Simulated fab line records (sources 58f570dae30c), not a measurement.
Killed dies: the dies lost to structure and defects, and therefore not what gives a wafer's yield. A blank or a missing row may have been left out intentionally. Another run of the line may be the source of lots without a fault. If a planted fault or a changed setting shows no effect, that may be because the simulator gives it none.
A lot that was struck, set against a sound lot :: flow berkeley_cmos170 :: 14 steps out of a route of 331
Sound: wafers L730.1, L730.2, L730.4. Wafers struck: L732.1, L732.3, L732.5. The cause is named last.
Order at every step that has rows: each side's tool, ch and its chambers, its first start. Under that, the readings that differ: sound wafers :: struck wafers :: difference of the means :: sigmas: that difference in standard deviations of wafers without a fault.
alike: readings whose means differ by less than 2 such deviations, and words and numbers that are the same on both sides. not compared: withheld readings, readings that some wafer has no value for, bounds like >300 that may hide the same value, and numbers for which the record gives no deviation and whose values overlap.
Wherever a step has rows on one side only, a row that says differs or no value, or a row with sigmas, the two part there. When numbers do not overlap yet have no deviation, they are printed without sigmas and do not part them. A reading missing from all wafers of one side parts the sides only when that side holds two or more wafers.

first, 2 steps without rows for these wafers: UCB170_PWELL_ANNEAL_04 (time 900 s); UCB170_PWELL_CVD_05 (deposits Si3N4 from SiH2Cl2/NH3, target thk 220 nm, time 3300 s).
UCB170_PWELL_THK_MEAS_06:
  sound on film_metro-03, day 4 17:04; struck on film_metro-02, day 5 04:04
  alike: PWELL_NITRIDE_THK
then, 6 steps without rows for these wafers: UCB170_PWELL_HMDS_07 (prime time 60 s); UCB170_PWELL_COAT_08 (resist thk 900 nm); UCB170_PWELL_SOFTBAKE_09 (time 60 s); UCB170_PWELL_EXPOSE_10 (exposes mask PWELL, target cd 3000 nm); UCB170_PWELL_PEB_11; UCB170_PWELL_DEVELOP_12 (develop time 45 s).
UCB170_PWELL_OVL_MEAS_13:
  sound on overlay-02, day 4 18:13; struck on overlay-01, day 5 05:29
  alike: PWELL_OVL
UCB170_PWELL_ETCH_14: etches Si3N4 in CH3F/Ar/O2, stops on SiO2, target depth 242 nm, time 151 s.
  sound on rie_diel-03 ch 0,2, day 4 18:16; struck on rie_diel-02 ch 0,1,3, day 5 05:31
  alike: drypump_motor_current_A, oes_product_au, throttle_valve_pct
  not compared: rf_hours_counter_h
following that, these wafers have no rows for 1 step: UCB170_PWELL_IMPLANT_15.
UCB170_PWELL_STRIP_16: strips in O2.
  sound on plasma_asher-03 ch 0,1, day 4 18:31; struck on plasma_asher-01 ch 0,1, day 5 05:46
  no value came back on the struck wafers for chamber_pressure_mTorr (mTorr), drypump_motor_current_A (A), oes_product_au (a.u.), strip_time_to_endpoint_s (s); on the sound wafers chamber_pressure_mTorr (mTorr) reads 3497.5 3495.3 3506.0
reading: model.KrF_of_PWELL_COAT_08.thk_nm (nm)
sound: 0 0 0
struck: 721 722.4 724.8
difference: +723
sigmas: 
  not compared: rf_hours_counter_h
UCB170_PWELL_TW_MEAS_17:
  sound on film_metro-02, day 4 18:37; struck on film_metro-03, day 5 05:52
  alike: PWELL_TW

## WHERE THEY PART
Only at UCB170_PWELL_STRIP_16, within this record. Later steps at which nothing parts them and some readings are alike: UCB170_PWELL_TW_MEAS_17.

WHY: what the simulator had put in
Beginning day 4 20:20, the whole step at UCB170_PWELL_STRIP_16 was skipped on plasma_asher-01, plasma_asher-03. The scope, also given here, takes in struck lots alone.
